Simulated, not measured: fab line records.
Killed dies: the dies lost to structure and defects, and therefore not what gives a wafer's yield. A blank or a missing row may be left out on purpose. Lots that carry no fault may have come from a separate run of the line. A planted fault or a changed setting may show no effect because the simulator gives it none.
A single fault, viewed from 2 desks ; flow berkeleyCmos170 ; only its own numbers are on each desk; what lay behind them is given at the end

THE METROLOGY DESK
What the gauges read, lot by lot, whatever tool the lot ran on: means of the sampled wafers that have a number. A lot is out of limits, marked OUT, if its mean lies more than 4 standard deviations from the usual mean; the brackets give that distance.
Columns: A = NLDD_TW at UCB170_NLDD_TW_MEAS_11, usual 2230; B = cdNm at UCB170_PSD_CD_MEAS_06, usual 1200.0 nm; C = M2_AL_RS at UCB170_M2_RS_MEAS_02, usual 0.0321 ohm/sq; D = M2_AL_THK at UCB170_M2_THK_MEAS_03, usual 902 nm; E = V2_BOW at UCB170_V2_BOW_MEAS_03, usual 36 um
lot;first seen here;A;B;C;D;E
L854;day 6 21:37;2252;1200.1;0.0325;892;36
L853;day 6 21:52;2211;1201.1;0.0324;894;40
L855;day 6 21:58;2214;1198.3;0.0318;911;40
L852;day 6 22:20;2208;1200.4;0.0321;904;35
L856;day 7 08:47;2236;1200.5;0.0316;919;31
L859;day 8 01:26;2231;1200.0;0.0318;908;41
L858;day 8 01:56;2212;1202.1;0.0321;903;32
L860;day 8 06:56;2242;1199.7;0.0324;893;33
L863;day 8 23:53;2233;1200.8;0.0322;898;31
L864;day 9 00:23;2222;1200.7;0.0318;904;33
L867;day 9 19:36;2223;1201.2;0.0320;903;40
L869;day 10 08:25;2233;1197.5;0.0273 (-16) OUT;1074 (+19) OUT;42
L874;day 11 09:20;2206;1200.9;0.0318;919;37
Per this desk, out of limits: L869; the first was L869, day 11 07:26 (M2_AL_RS at UCB170_M2_RS_MEAS_02). L854, L853, L855, L852, L856, L859, L858, L860, L863, L864, L867, L874 stayed within limits.

THE TOOL OWNER'S DESK: pvdSputter-02
The tool's own readings at UCB170_M2_SPUTTER_01 (material Al, target thk 900 nm, time 120 s): means of the sampled wafers that have a number, for each lot that ran on this tool. A lot is out of limits, marked OUT, if its mean lies more than 4 standard deviations from the usual mean; the brackets give that distance.
Columns: A = throttleValvePct at UCB170_M2_SPUTTER_01, usual 30.7 %
lot;first seen here;A
L855;day 8 01:14;30.7
L853;day 8 03:34;31.3
L858;day 9 03:03;30.6
L860;day 9 07:20;31.0
L863;day 10 03:05;31.0
L867;day 10 23:16;30.6
L869;day 11 07:19;30.4
Result from this desk: across the 7 lots, nothing is out of limits.

ALL TOGETHER
L869 would have let the metrology desk raise an alarm at day 11 07:26.
The tool owner's desk saw nothing out of limits.
On record at the tool owner's desk: L869, within its limits.
The lots listed all ran UCB170_M2_SPUTTER_01 on pvdSputter-02.

WHAT THE SIMULATOR HAD PUT IN
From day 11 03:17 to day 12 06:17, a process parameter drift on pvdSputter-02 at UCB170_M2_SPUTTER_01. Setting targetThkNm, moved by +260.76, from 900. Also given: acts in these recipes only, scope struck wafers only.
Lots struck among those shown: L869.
Hours from the fault's start to each desk's first reading out of limits: the metrology desk, 4.
